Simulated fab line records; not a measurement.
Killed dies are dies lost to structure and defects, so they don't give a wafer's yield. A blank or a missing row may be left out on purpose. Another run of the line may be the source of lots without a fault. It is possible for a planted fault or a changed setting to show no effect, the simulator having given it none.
Which tool is to blame? / flow berkeley_cmos170 / Sampling: 7 lots, 21 wafers, 3 of 331 route steps

## WHAT THE GAUGES READ, wafer by wafer
UCB170_M3_CD_MEAS_90 targets a cd of 700 nm.
lot=L368; measured=day 8 23:08; on=cd_sem-01; cd_nm (nm)=704 701 702
lot=L370; measured=day 8 23:29; on=cd_sem-01; cd_nm (nm)=704 696 696
lot=L374; measured=day 9 14:13; on=cd_sem-01; cd_nm (nm)=697 697 701
lot=L379; measured=day 10 13:27; on=cd_sem-02; cd_nm (nm)=703 703 703
lot=L386; measured=day 12 10:41; on=cd_sem-02; cd_nm (nm)=702 698 718
lot=L389; measured=day 12 15:33; on=cd_sem-01; cd_nm (nm)=702 701 703
lot=L391; measured=day 12 21:31; on=cd_sem-02; cd_nm (nm)=707 707 708

## EACH LOT AND THE TOOL THAT RAN IT (in order: tool; ch and the chambers of the sampled wafers; start)
lot=L368; UCB170_M3_METAL_ETCH_18=rie_metal-03 ch 0,1, day 8 22:50; UCB170_M3_STRIP_19=plasma_asher-04 ch 0,1, day 8 23:01
lot=L370; UCB170_M3_METAL_ETCH_18=rie_metal-04 ch 0,1, day 8 23:14; UCB170_M3_STRIP_19=plasma_asher-01 ch 0,1, day 8 23:23
lot=L374; UCB170_M3_METAL_ETCH_18=rie_metal-03 ch 0,1, day 9 13:54; UCB170_M3_STRIP_19=plasma_asher-01 ch 1, day 9 14:05
lot=L379; UCB170_M3_METAL_ETCH_18=rie_metal-03 ch 0, day 10 13:10; UCB170_M3_STRIP_19=plasma_asher-04 ch 1, day 10 13:21
lot=L386; UCB170_M3_METAL_ETCH_18=rie_metal-02 ch 0,1, day 12 10:24; UCB170_M3_STRIP_19=plasma_asher-02 ch 0,1, day 12 10:34
lot=L389; UCB170_M3_METAL_ETCH_18=rie_metal-03 ch 1, day 12 15:07; UCB170_M3_STRIP_19=plasma_asher-04 ch 0,1, day 12 15:26
lot=L391; UCB170_M3_METAL_ETCH_18=rie_metal-03 ch 1, day 12 21:02; UCB170_M3_STRIP_19=plasma_asher-01 ch 0,1, day 12 21:25
- UCB170_M3_METAL_ETCH_18: etches Al in Cl2/BCl3, stops on SiO2, target depth 1170 nm, time 195 s.
- UCB170_M3_STRIP_19: strips in O2.

## THE ANSWER, worked out from the rows above alone
Rule: usual is defined by the lots themselves. The widest of any qualifying gaps counts: lots, ordered by their means at a reading, are off when they make up no more than a third of the lots, leave a main group of 4 or more, and stand apart from it by 3 or more times the standard deviation of that group's means. The tables above print the reading to a certain number of digits; a main group whose means all agree to those digits is not used. Also off: a lot with no number at a reading for which 4 or more lots have one. Where the step has rows for the other lots, those lots are counted as sound.
Nothing can be told from this: no lot is off at any reading shown.

## WHAT THE SIMULATOR HAD INSERTED
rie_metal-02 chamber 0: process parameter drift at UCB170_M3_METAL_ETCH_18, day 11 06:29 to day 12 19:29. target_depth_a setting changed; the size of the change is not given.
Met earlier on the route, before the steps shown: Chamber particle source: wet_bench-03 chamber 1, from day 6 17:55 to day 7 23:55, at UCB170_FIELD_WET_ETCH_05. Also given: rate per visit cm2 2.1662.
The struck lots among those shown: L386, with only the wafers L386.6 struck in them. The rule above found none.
